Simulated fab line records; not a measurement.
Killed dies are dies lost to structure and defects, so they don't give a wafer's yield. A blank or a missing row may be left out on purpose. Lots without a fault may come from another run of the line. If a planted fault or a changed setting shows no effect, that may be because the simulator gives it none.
fab line records	flow rit_cmos
[record] lots = 6	wafers = 18	last_day = 7
route steps=202 shown CONTACT@170 M1@202
lots that met no fault: from a run of the same line without faults
start_h: hours from the record's opening day to when the first of the lot's shown wafers began	wait_h: how many hours have passed since the lot's step before this one	" identical to the entry in the row above	L1.1+2: one row covering several wafers at once	- no value, or no start given	* or withheld: withheld	< > ~ a bound
route shown NAME@n: a module of which the file shows steps, and the number in the route of the first	usual: mean/standard deviation taken from wafers without a fault	same: alike in all rows	chamber/n: place in a boat	sites: the reading at each site	_std_site: the values' standard deviation	_edge_site: outer sites' mean less inner sites'	radius_mm: for every site, how far away it sits from the centre of the wafer	mask NAME#n: copy n	behind: tool/chamber where the wafer was last shaped	hold: what put the lot on hold/how long, in hours/how the hold closed	device: the transistor (n, p or np) that didn't switch	end of line: the same wafers' tests at the end of the route	for a step that has no rows: nothing shown but its recipe	killed: the dies lost at the first sort to structure and to defects; this is not the yield of the wafer	map: a wafer's dies, marking killed ones x, the rest . and places with no die _
set.NAME: the setting as run; set.NAME@STEP: as run at that earlier step	model.NAME: the simulator's own value behind a step, which no gauge read
certain route steps with their lots: each step a table, each wafer a row
services: the hour from which a tool's chamber was out of use, counted from the record's first day as start_h (under 0 if before that day), plus the number of hours and why
[[steps]]
[step RIT_CONTACT_HMDS_02]
[recipe] prime_time_s = 60	prime_temp_c = 140
[step RIT_CONTACT_COAT_03]
[recipe] resist = NOVOLAK	spin_rpm = 3250	resist_thk_nm = 1000
[step RIT_CONTACT_SOFTBAKE_04]
[recipe] resist = NOVOLAK	temp_c = 90	time_s = 60
[step RIT_CONTACT_EXPOSE_05]
[recipe] mask_id = M11	na = 0.6	source_shape = conventional	sigma_outer = 0.5	target_cd_nm = 1000	dose_mj = 250
[step RIT_CONTACT_PEB_06]
[recipe] resist = NOVOLAK	temp_c = withheld	time_s = withheld
[step RIT_CONTACT_DEVELOP_07]
[recipe] resist = NOVOLAK	develop_time_s = 120	dev_temp_c = 23
[step RIT_CONTACT_CD_MEAS_08]
[recipe] target_cd_nm = 1000
[usual] cd_nm = 1000.1/2.3
lot.wafer	tool	chamber	start_h	wait_h	cd_nm
L746.2	cd_sem-01	-	82.93	-	1000.5
L746.3	"	-	"	"	1000.2
L746.4	"	-	"	"	998.8
L748.1	cd_sem-01	-	88.04	-	998.5
L748.4	"	-	"	"	996.9
L748.6	"	-	"	"	996.6
L749.1	cd_sem-02	-	97.24	-	1003.1
L749.3	"	-	"	"	1002.4
L749.5	"	-	"	"	1003.7
L759.2	cd_sem-02	-	145.47	-	1004.6
L759.3	"	-	"	"	1001.4
L759.6	"	-	"	"	1004.2
L761.4	cd_sem-01	-	156.54	-	998.0
L761.5	"	-	"	"	999.0
L761.6	"	-	"	"	998.1
L764.1	cd_sem-01	-	171.99	-	1003.3
L764.3	"	-	"	"	1004.3
L764.5	"	-	"	"	1002.1
[step RIT_CONTACT_OVL_MEAS_09]
[usual] CONTACT_OVL = 0.7/1.3
lot.wafer	tool	chamber	start_h	wait_h	CONTACT_OVL[nm]
L746.2	overlay-02	-	83.03	0.1	1.1
L746.3	"	-	"	"	3.6
L746.4	"	-	"	"	1.9
L748.1	overlay-01	-	88.16	0.1	-0.7
L748.4	"	-	"	"	-0.3
L748.6	"	-	"	"	0.8
L749.1	overlay-01	-	97.36	0.1	-2.4
L749.3	"	-	"	"	-2.8
L749.5	"	-	"	"	-1.2
L759.2	overlay-02	-	145.57	0.1	1.2
L759.3	"	-	"	"	1.3
L759.6	"	-	"	"	0.9
L761.4	overlay-01	-	156.62	0.1	-2.0
L761.5	"	-	"	"	-1.2
L761.6	"	-	"	"	0.3
L764.1	overlay-02	-	172.11	0.1	-0.4
L764.3	"	-	"	"	0.8
L764.5	"	-	"	"	-0.4
[step RIT_CONTACT_HARDBAKE_10]
[recipe] resist = NOVOLAK	temp_c = 140	time_s = 60
[step RIT_CONTACT_ETCH_11]
[recipe] target_depth_a = 4800	over_etch_frac = 0.2	stop_on = TiSi2	chemistry = CHF3/CF4/Ar	target = SiO2	CHF3_flow_sccm = 50	cf4_flow_sccm = 10	Ar_flow_sccm = 100	O2_flow_sccm = 5	pressure_mtorr = 100	rf_w = 200	time_s = 315.2
[usual] O2_flow_sccm = 5.001/0.016	drypump_motor_current_A = 5.8/0.38	oes_product_au = 0.991/0.014	throttle_valve_pct = 8.88/0.15
lot.wafer	tool	chamber	start_h	wait_h	O2_flow_sccm	drypump_motor_current_A	oes_product_au	rf_hours_counter_h	throttle_valve_pct
L746.2	rie_diel-03	3	83.21	0.1	5.042	5.9	1.005	9	8.70
L746.3	"	0	"	"	5.016	6.1	0.987	96	8.78
L746.4	"	2	"	"	4.997	6.0	1.005	8	9.05
L748.1	rie_diel-04	0	88.34	0.1	4.999	5.3	0.976	1	8.94
L748.4	"	3	"	"	4.996	6.6	0.987	92	9.20
L748.6	"	2	"	"	4.994	5.6	0.989	-	8.84
L749.1	rie_diel-03	0	97.62	0.1	5.000	6.1	0.995	96	8.79
L749.3	"	3	"	"	5.005	5.9	0.996	9	8.69
L749.5	"	0	"	"	5.018	6.1	0.992	-	8.79
L759.2	rie_diel-04	3	145.84	0.1	5.005	6.6	0.992	93	9.22
L759.3	"	2	"	"	4.993	5.7	0.976	108	8.84
L759.6	"	2	"	"	5.003	5.6	0.976	-	8.86
L761.4	rie_diel-01	2	156.78	0.1	5.020	5.6	0.993	125	8.77
L761.5	"	3	"	"	5.019	5.8	0.964	-	8.75
L761.6	"	2	"	"	5.014	5.6	1.001	-	8.75
L764.1	rie_diel-03	1	172.30	0.1	4.997	5.8	0.993	43	8.87
L764.3	"	3	"	"	4.968	5.9	0.993	10	8.70
L764.5	"	3	"	"	4.963	5.9	0.998	-	8.70
[step RIT_CONTACT_STRIP_12]
[recipe] chemistry = O2	time_s = 180	resist = NOVOLAK	platen_temp_c = withheld	power_w = 500	pressure_mtorr = 4000	o2_flow_sccm = 4000
[usual] drypump_motor_current_A = 5.7/0.4
lot.wafer	tool	chamber	start_h	wait_h	drypump_motor_current_A	rf_hours_counter_h
L746.2	plasma_asher-03	0	83.41	0.1	5.8	28
L746.3	"	1	"	"	6.3	-
L746.4	"	0	"	"	5.9	-
L748.1	plasma_asher-04	1	88.54	0.1	5.3	47
L748.4	"	0	"	"	6.0	-
L748.6	"	0	"	"	6.0	-
L749.1	plasma_asher-03	1	97.81	0.1	6.3	29
L749.3	"	0	"	"	5.8	-
L749.5	"	1	"	"	6.3	-
L759.2	plasma_asher-03	1	146.03	0.1	6.3	34
L759.3	"	1	"	"	6.3	-
L759.6	"	1	"	"	6.3	-
L761.4	plasma_asher-03	1	157.04	0.2	6.3	-
L761.5	"	0	"	"	5.8	-
L761.6	"	1	"	"	6.3	-
L764.1	plasma_asher-04	1	172.49	0.1	5.3	5
L764.3	"	0	"	"	6.0	-
L764.5	"	1	"	"	5.3	-
[step RIT_CONTACT_CD_MEAS_90]
[recipe] target_cd_nm = 1000
[usual] cd_nm = 1000.1/2.3
lot.wafer	tool	chamber	start_h	wait_h	cd_nm
L746.2	cd_sem-01	-	83.60	0.1	1000.5
L746.3	"	-	"	"	1000.5
L746.4	"	-	"	"	998.9
L748.1	cd_sem-01	-	88.71	0.1	998.0
L748.4	"	-	"	"	996.7
L748.6	"	-	"	"	997.1
L749.1	cd_sem-01	-	97.98	0.1	1003.1
L749.3	"	-	"	"	1002.0
L749.5	"	-	"	"	1003.4
L759.2	cd_sem-01	-	146.22	0.1	1004.2
L759.3	"	-	"	"	1001.6
L759.6	"	-	"	"	1004.0
L761.4	cd_sem-02	-	157.21	0.1	998.0
L761.5	"	-	"	"	999.1
L761.6	"	-	"	"	998.5
L764.1	cd_sem-02	-	172.67	0.1	1003.3
L764.3	"	-	"	"	1004.3
L764.5	"	-	"	"	1002.1
[step RIT_CONTACT_CLEAN_13]
[recipe] chemistry = SC1	mix = 3:3:50	time_s = 600	temp_c = 75
[usual] bath_guard_temp_C = 74.7/0.54	bath_heat_duty_pct = 15.6/1.1
lot.wafer	tool	chamber	start_h	wait_h	bath_guard_temp_C	bath_heat_duty_pct
L746.2	wet_bench-02	3	83.70	0.1	74.2	14.5
L746.3	"	3	"	"	74.0	14.6
L746.4	"	3	"	"	74.1	14.8
L748.1	wet_bench-04	0	88.83	0.1	-	-
L748.4	"	0	"	"	-	-
L748.6	"	0	"	"	-	-
L749.1	wet_bench-03	0	98.10	0.1	-	-
L749.3	"	0	"	"	-	-
L749.5	"	0	"	"	-	-
L759.2	wet_bench-03	2	146.32	0.1	75.2	14.8
L759.3	"	2	"	"	75.1	14.7
L759.6	"	2	"	"	75.4	13.5
L761.4	wet_bench-04	0	157.27	0.0	75.5	15.3
L761.5	"	0	"	"	75.8	16.3
L761.6	"	0	"	"	75.4	15.8
L764.1	wet_bench-03	2	172.79	0.1	74.7	14.7
L764.3	"	2	"	"	75.1	14.4
L764.5	"	2	"	"	74.9	14.0
[step RIT_CONTACT_CLEAN_14]
[recipe] chemistry = SC2	mix = 3:3:50	time_s = 600	temp_c = 75	dry = n2_spin
[step RIT_M1_PROBE_99]
[usual] killed_at_contacts = 0.1/0.27	killed_at_front_end = 6.7/2.9	killed_dies = 6.7/2.9	killed_on_rim = 1.8/1.4	killed_open = 3.4/1.8	killed_short = 3.3/2.2
[same] gross_dies = 264	killed_at_M0_to_M3 = 0	killed_at_M4_up = 0	killed_at_back_side = 0	killed_at_other = 0
lot.wafer	tool	chamber	start_h	wait_h	killed_at_contacts	killed_at_front_end	killed_dies	killed_on_rim	killed_open	killed_short
L746.2	prober-01	-	88.27	0.1	0	8	8	1	3	5
L746.3	prober-01	-	88.32	0.2	0	3	3	0	1	2
L746.4	prober-01	-	88.37	0.2	0	4	4	0	2	2
L748.1	prober-01	-	105.46	0.1	0	7	7	3	5	2
L748.4	prober-01	-	105.61	0.2	0	2	2	0	2	0
L748.6	prober-01	-	105.71	0.2	0	4	4	0	0	4
L749.1	prober-02	-	105.46	0.1	0	9	9	4	4	5
L749.3	prober-02	-	105.56	0.2	0	5	5	2	3	2
L749.5	prober-02	-	105.66	0.2	0	11	11	3	6	5
L759.2	prober-01	-	150.74	0.1	0	6	6	1	2	4
L759.3	prober-01	-	150.79	0.2	0	7	7	3	2	5
L759.6	prober-01	-	150.94	0.2	1	12	13	3	5	8
L761.4	prober-01	-	161.99	0.2	0	11	11	1	8	3
L761.5	prober-01	-	162.04	0.2	0	5	5	1	2	3
L761.6	prober-01	-	162.09	0.2	0	3	3	1	2	1
L764.1	prober-02	-	177.17	0.1	0	4	4	1	2	2
L764.3	prober-02	-	177.27	0.2	0	6	6	1	5	1
L764.5	prober-02	-	177.37	0.2	0	6	6	2	2	4
// killed by level:class
L746.2 GATE:geometric_particle:short=2 GATE:geometric_particle:open=2 FOX1:geometric_particle:short=1 SPACER:geometric_particle:short=1 SILICIDE:geometric_particle:open=1 SILICIDE:geometric_particle:short=1
L746.3 GATE:geometric_particle:short=1 SILICIDE:geometric_particle:open=1 SILICIDE:geometric_particle:short=1
L746.4 FOX1:geometric_particle:open=1 FOX2:geometric_particle:short=1 GATE:geometric_particle:short=1 GATE:geometric_particle:open=1
L748.1 GATE:geometric_particle:open=3 GATE:geometric_particle:short=2 FOX1:geometric_particle:open=1 SPACER:geometric_particle:open=1
L749.1 GATE:geometric_particle:short=3 FOX1:geometric_particle:open=2 FOX1:geometric_particle:short=1 GATE:geometric_particle:open=1 REOX:geometric_particle:open=1 SILICIDE:geometric_particle:short=1
L749.3 GATE:geometric_particle:short=2 FOX2:geometric_particle:open=1 GATE:geometric_particle:open=1 SILICIDE:geometric_particle:open=1
L748.4 SILICIDE:geometric_particle:open=2
L749.5 GATE:geometric_particle:open=3 FOX1:geometric_particle:short=2 SILICIDE:geometric_particle:short=2 FOX1:geometric_particle:open=1 REOX:geometric_particle:open=1 SPACER:geometric_particle:short=1 SILICIDE:geometric_particle:open=1
L748.6 GATE:geometric_particle:short=2 SILICIDE:geometric_particle:short=1 SPACER:geometric_particle:short=1
L759.2 GATE:geometric_particle:short=2 REOX:geometric_particle:open=2 ACTIVE:geometric_particle:short=1 FOX1:geometric_particle:short=1
L759.3 SPACER:geometric_particle:short=2 FOX1:geometric_particle:short=1 GATE:geometric_particle:short=1 GATE:geometric_particle:open=1 REOX:geometric_particle:short=1 REOX:geometric_particle:open=1
L759.6 REOX:geometric_particle:open=4 GATE:geometric_particle:short=2 SPACER:geometric_particle:short=2 SILICIDE:geometric_particle:short=2 FOX1:geometric_particle:short=1 GATE:geometric_particle:open=1 CONTACT:geometric_particle:short=1
L761.4 GATE:geometric_particle:open=3 FOX1:geometric_particle:open=2 SPACER:geometric_particle:open=2 FOX1:geometric_particle:short=1 GATE:geometric_particle:short=1 REOX:geometric_particle:open=1 SPACER:geometric_particle:short=1
L761.5 FOX1:geometric_particle:short=2 GATE:geometric_particle:open=1 SPACER:geometric_particle:short=1 SILICIDE:geometric_particle:open=1
L761.6 SPACER:geometric_particle:short=1 SPACER:geometric_particle:open=1 SILICIDE:geometric_particle:open=1
L764.1 FOX1:geometric_particle:open=1 FOX2:geometric_particle:short=1 GATE:geometric_particle:short=1 SPACER:geometric_particle:open=1
L764.3 FOX1:geometric_particle:open=3 FOX2:geometric_particle:open=1 SPACER:geometric_particle:open=1 SPACER:geometric_particle:short=1
L764.5 GATE:geometric_particle:short=2 GATE:geometric_particle:open=1 REOX:geometric_particle:short=1 REOX:geometric_particle:open=1 SILICIDE:geometric_particle:short=1
[[services]]
tool	chamber	start_h	hours	kind
plasma_asher-03	-	63.47	2.8	pm
rie_diel-01	-	63.98	0.3	repair
rie_diel-03	-	68.33	1.2	repair
rie_diel-01	3	70.58	8.1	repair
rie_diel-01	1	91.33	-	clean
rie_diel-01	1	91.33	33.3	scheduled_down
rie_diel-01	1	91.33	33.3	vent_cycle
rie_diel-03	1	96.18	13.8	repair
plasma_asher-04	-	108.75	9.0	pm
plasma_asher-04	0	108.75	9.0	vent_cycle
plasma_asher-04	1	108.75	9.0	vent_cycle
plasma_asher-04	0	117.75	-	clean
plasma_asher-04	1	117.75	-	clean
rie_diel-01	3	119.73	3.9	repair
rie_diel-01	0	135.58	-	clean
rie_diel-01	0	135.58	19.6	scheduled_down
rie_diel-01	0	135.58	19.6	vent_cycle
plasma_asher-03	-	139.37	6.4	repair
rie_diel-04	0	141.71	13.2	repair
rie_diel-01	1	144.43	3.3	repair
rie_diel-01	-	162.48	2.8	pm
rie_diel-03	-	164.93	1.1	repair
[[key]]
[first_sign] step = RIT_CONTACT_CLEAN_13	reading = tool_record	direction = missing
effect none on later readings
met_at RIT_CONTACT_CLEAN_13
struck_wafers L748.1,L748.4,L748.6,L749.1,L749.3,L749.5
tester_left_out L748,L749
[fault] kind = skipped_step_whole	tool = wet_bench-03,wet_bench-04	chamber = -	onset_h = 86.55	steps = RIT_CONTACT_CLEAN_13	scope = struck_lots_only
// tester_left_out: of these lots the tester's yield and bins aren't shown, on N5 and GAA mostly nor the transistor test; their killed dies are dies lost to structure and defects alone, not to doping, threshold or leakage, so they don't give the yield
